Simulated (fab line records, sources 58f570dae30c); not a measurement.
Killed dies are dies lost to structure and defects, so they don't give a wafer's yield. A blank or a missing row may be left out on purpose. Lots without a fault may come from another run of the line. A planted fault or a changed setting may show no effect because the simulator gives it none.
Split-lot experiment | flow berkeley_cmos170 | 5 lots, 23 wafers read, on a route of 331 steps

THE SPLIT
At UCB170_V1_CMP_02 (polishes SiO2), the setting leave_above_ref_nm was moved away from the recipe's 1000 nm on 10 of the 23 wafers read, by -4.8% to -3.1%. The other wafers ran this setting at the recipe's value.

The file shows no step between the split and the reading.

THE READING
V1_POLISHED_THK, in nm, at UCB170_V1_THK_MEAS_04. Fault-free wafers of this fab line usually give 999.7 nm, standard deviation 0.93 nm.

wafer  | tool, chamber at the split | leave_above_ref_nm as run, nm | against the recipe | V1_POLISHED_THK, nm | against lot-mates on the recipe
L074.1 | cmp-02, 0                  | 1000                          | recipe             | 1001.1              | -
L074.2 | cmp-02, 1                  | 1000                          | recipe             | 999.9               | -
L074.4 | cmp-02, 3                  | 969.4                         | -3.1%              | 969.3               | -30.9
L074.5 | cmp-02, 2                  | 969.4                         | -3.1%              | 971.2               | -29.0
L074.6 | cmp-02, 1                  | 1000                          | recipe             | 999.5               | -
L076.1 | cmp-01, 3,2                | 1000                          | recipe             | 999.8               | -
L076.2 | cmp-01, 0                  | 965.6                         | -3.4%              | 965.4               | -34.4
L076.3 | cmp-01, 3,2                | 1000                          | recipe             | 999.8               | -
L076.4 | cmp-01, 1                  | 965.6                         | -3.4%              | 966.4               | -33.4
L076.6 | cmp-01, 3                  | 965.6                         | -3.4%              | 963.7               | -36.1
L077.1 | cmp-01, 1                  | 962.4                         | -3.8%              | 959.9               | -39.4
L077.2 | cmp-01, 0                  | 1000                          | recipe             | 1000.0              | -
L077.3 | cmp-01, 2                  | 962.4                         | -3.8%              | 961.3               | -38.0
L077.4 | cmp-01, 3                  | 962.4                         | -3.8%              | 963.2               | -36.1
L077.6 | cmp-01, 3                  | 1000                          | recipe             | 998.6               | -
L079.2 | cmp-01, 0                  | 951.6                         | -4.8%              | 952.1               | -47.7
L079.3 | cmp-01, 2                  | 1000                          | recipe             | 999.7               | -
L079.4 | cmp-01, 1                  | 1000                          | recipe             | 999.5               | -
L079.5 | cmp-01, 0                  | 951.6                         | -4.8%              | 951.9               | -47.9
L079.6 | cmp-01, 3                  | 1000                          | recipe             | 1000.2              | -
L081.1 | cmp-02, 2                  | 1000                          | recipe             | 998.9               | -
L081.2 | cmp-02, 0                  | 1000                          | recipe             | 998.8               | -
L081.6 | cmp-02, 2                  | 1000                          | recipe             | 999.5               | -
Where a row lists several chambers, the file gives one row for several wafers and doesn't say which wafer went through which chamber.

THE FIT
A straight line over all 23 wafers: V1_POLISHED_THK changes by +9.95 nm for each +1% of leave_above_ref_nm; r = +1.00; the points scatter about the line by 1 nm.
The same after taking each lot's own level away (the mean of its wafers on the recipe; 23 wafers): +9.96 nm for each +1%; r = +1.00; scatter 0.87 nm.
On that fit, the largest move of leave_above_ref_nm shifts the reading by 48 nm.
The lots' own levels span 999.07 to 1000.17 nm, that is 1.2 times the standard deviation above.
So the lot-to-lot level changes the slope little: the two slopes agree.
Check: with one of the wafers moved furthest among these (-4.8%) left out of the fit, the line predicts -48.3 nm for it against its lot-mates. It came out at -47.7 nm against them.

OTHER SPLITS ON THESE WAFERS
These wafers also went through other splits before the reading. Each is held against what the fit with the lots' levels taken away leaves over:
other split on the same wafers    | wafers away from the commonest value | r with V1_POLISHED_THK (lot level and that fit taken away)
UCB170_PSD_IMPLANT_08 dose_cm2    | 7                                    | -0.11
UCB170_NSD_STRIP_09 power_w       | 9                                    | -0.09
UCB170_SILICIDE_SPUTTER_01 time_s | 8                                    | +0.42
UCB170_M1_COAT_04 spin_rpm        | 8                                    | +0.33
UCB170_M1_EXPOSE_06 dose_mj       | 8                                    | -0.02

THE WHOLE CHAIN: every reading that the file lists as answering this split, in the file's order
step                  | what it does  | reading                                                                   | change (the file's fit)              | r (the file's)
UCB170_V1_CMP_02      | polishes SiO2 | SiO2_of_V1_CVD_00.thk_nm (the simulator's own value, which no gauge read) | +9.99 nm for each +1% of the setting | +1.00
UCB170_V1_THK_MEAS_04 |               | V1_POLISHED_THK                                                           | +9.95 for each +1% of the setting    | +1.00

THE FILE'S OWN FIT
V1_POLISHED_THK changes by +9.95 nm for each +1% of leave_above_ref_nm, r = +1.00.
